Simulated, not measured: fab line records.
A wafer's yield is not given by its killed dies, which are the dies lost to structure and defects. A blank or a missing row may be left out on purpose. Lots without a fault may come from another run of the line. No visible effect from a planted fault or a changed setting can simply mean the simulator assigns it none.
Which tool is to blame? || flow berkeley-cmos170 || 21 wafers from 7 lots sampled at 2 of the route's 331 steps

WHAT EACH GAUGE READ, for each wafer
UCB170_NWELL_OVL_MEAS_12.
{"lot": "L357", "measured": "day 2 22:30", "on": "overlay-02", "NWELL_OVL (nm)": "3 -6 -1"}
{"lot": "L361", "measured": "day 3 11:14", "on": "overlay-02", "NWELL_OVL (nm)": "-10 -2 -8"}
{"lot": "L363", "measured": "day 3 21:25", "on": "overlay-02", "NWELL_OVL (nm)": "0 -1 5"}
{"lot": "L366", "measured": "day 4 12:43", "on": "overlay-01", "NWELL_OVL (nm)": "-5 -2 -3"}
{"lot": "L371", "measured": "day 5 17:10", "on": "overlay-02", "NWELL_OVL (nm)": "-4 -7 -10"}
{"lot": "L374", "measured": "day 6 01:38", "on": "overlay-01", "NWELL_OVL (nm)": "-9 -7 -1"}
{"lot": "L379", "measured": "day 7 09:32", "on": "overlay-02", "NWELL_OVL (nm)": "5 3 3"}

EACH LOT AND THE TOOL THAT RAN IT (in order: tool; ch and the chambers of the sampled wafers; start)
{"lot": "L357", "UCB170_ZERO_STRIP_07": "plasma-asher-01 ch 0,1, day 2 04:58"}
{"lot": "L361", "UCB170_ZERO_STRIP_07": "plasma-asher-01 ch 0,1, day 2 22:47"}
{"lot": "L363", "UCB170_ZERO_STRIP_07": "plasma-asher-04 ch 0,1, day 3 05:13"}
{"lot": "L366", "UCB170_ZERO_STRIP_07": "plasma-asher-04 ch 0,1, day 4 00:50"}
{"lot": "L371", "UCB170_ZERO_STRIP_07": "plasma-asher-01 ch 0,1, day 5 01:31"}
{"lot": "L374", "UCB170_ZERO_STRIP_07": "plasma-asher-01 ch 0,1, day 5 13:26"}
{"lot": "L379", "UCB170_ZERO_STRIP_07": "plasma-asher-03 ch 0,1, day 6 16:49"}
- UCB170_ZERO_STRIP_07: strips in O2.

THE ANSWER, worked out from the rows above alone
Rule: the usual values come from the lots themselves. The widest of any qualifying gaps counts: lots, ordered by their means at a reading, are off when they make up no more than a third of the lots, leave a main group of 4 or more, and stand apart from it by 3 or more times the standard deviation of that group's means. If all means in a main group match to the digits the tables above print for the reading, that group is not used. Also off: a lot with no number at a reading for which 4 or more lots have one. The other lots that the step has rows for count as sound.
No lot is off on any of the readings shown, so nothing can be concluded from this.

WHAT THE SIMULATOR HAD INSERTED
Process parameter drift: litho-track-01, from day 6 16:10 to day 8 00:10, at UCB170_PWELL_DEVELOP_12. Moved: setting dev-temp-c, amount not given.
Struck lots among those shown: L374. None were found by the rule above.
